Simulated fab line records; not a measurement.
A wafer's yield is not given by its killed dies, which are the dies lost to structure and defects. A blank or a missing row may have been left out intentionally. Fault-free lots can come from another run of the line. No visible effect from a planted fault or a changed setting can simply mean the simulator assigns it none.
A single fault, viewed from 2 desks -- flow berkeley_cmos170 -- only its own numbers are on each desk; what lay behind them is given at the end

== THE TOOL OWNER'S DESK: implanter-04 ==
The tool's own readings at UCB170_NLDD_IMPLANT_08, given as means over the sampled wafers that have a number, one for each lot that went through this tool. The brackets show how far a lot's mean lies from the usual mean; more than 4 standard deviations puts the lot out of limits, marked OUT.
Columns: A = beam_on_s at UCB170_NLDD_IMPLANT_08, usual 10.04 s; B = dose_ions_cm2 at UCB170_NLDD_IMPLANT_08, usual 5.001e+13; C = end_station_pressure_torr at UCB170_NLDD_IMPLANT_08, usual 5.13e-06 Torr; D = faraday_current_uA at UCB170_NLDD_IMPLANT_08, usual 158
lot,first seen here,A,B,C,D
L139,day 7 10:46,10.08,5.003e+13,4.90e-06,157
L141,day 7 13:12,9.86,5.001e+13,4.93e-06,161
L151,day 9 03:58,16.64 (+31) OUT,5.000e+14 (+99 or more) OUT,5.61e-06,950 (+99 or more) OUT
L152,day 9 13:20,16.81 (+32) OUT,5.001e+14 (+99 or more) OUT,5.87e-06,941 (+99 or more) OUT
This desk finds L151, L152 out of limits, L151 being first, at day 9 03:58 (beam_on_s at UCB170_NLDD_IMPLANT_08). L139, L141: within limits.

== AT THE METROLOGY DESK ==
What the gauges read, lot by lot, whatever tool the lot ran on: means of the sampled wafers that have a number. The brackets show how far a lot's mean lies from the usual mean; more than 4 standard deviations puts the lot out of limits, marked OUT.
Columns: A = NVT_TW at UCB170_NVT_TW_MEAS_09, usual 522.7; B = GATE_OXIDE_THK at UCB170_GATE_THK_MEAS_02, usual 6.60 nm; C = NLDD_TW at UCB170_NLDD_TW_MEAS_11, usual 2213; D = NLDD_RS at UCB170_SDANNEAL_RS_MEAS_05, usual 616.1 ohm/sq
lot,first seen here,A,B,C,D
L136,day 5 21:25,521.6,6.50,2219,616.2
L139,day 6 16:41,517.1,6.66,2230,618.4
L140,day 6 16:49,518.3,6.45,2218,614.5
L143,day 6 22:08,520.3,6.69,2215,616.7
L141,day 6 22:49,524.9,6.54,2213,615.7
L146,day 7 15:49,523.6,6.63,2243,615.8
L148,day 7 22:45,520.2,6.47,2198,616.4
L151,day 8 11:12,522.4,6.63,3136 (+77) OUT,172.4 (-99 or more) OUT
L152,day 8 20:14,523.2,6.49,3149 (+78) OUT,172.7 (-99 or more) OUT
L155,day 9 14:28,522.2,6.66,2197,616.7
L156,day 9 14:43,524.6,6.57,2213,615.6
L158,day 9 22:35,521.8,6.59,2226,615.5
L159,day 9 23:14,522.4,6.65,2232,617.5
L157,day 9 23:31,522.3,6.72,2205,617.3
This desk's result: L151, L152 out of limits, first on L151 (NLDD_TW at UCB170_NLDD_TW_MEAS_11), day 9 04:22. L136, L139, L140, L143, L141, L146, L148, L155, L156, L158, L159, L157: within limits.

== TAKEN TOGETHER ==
On L151, L152, at day 9 03:58, an alarm was possible from the tool owner's desk.
An alarm was possible from the metrology desk at day 9 04:22, on L151, L152.
All the named lots went through UCB170_NLDD_IMPLANT_08 on implanter-04.

== WHAT THE SIMULATOR HAD INSERTED ==
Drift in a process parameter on implanter-04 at UCB170_NLDD_IMPLANT_08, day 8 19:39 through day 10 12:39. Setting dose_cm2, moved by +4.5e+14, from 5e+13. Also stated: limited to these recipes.
Struck lots among those shown: L151, L152.
Fault start to first reading out of limits, in hours, per desk: tool owner, 8; metrology, 9.
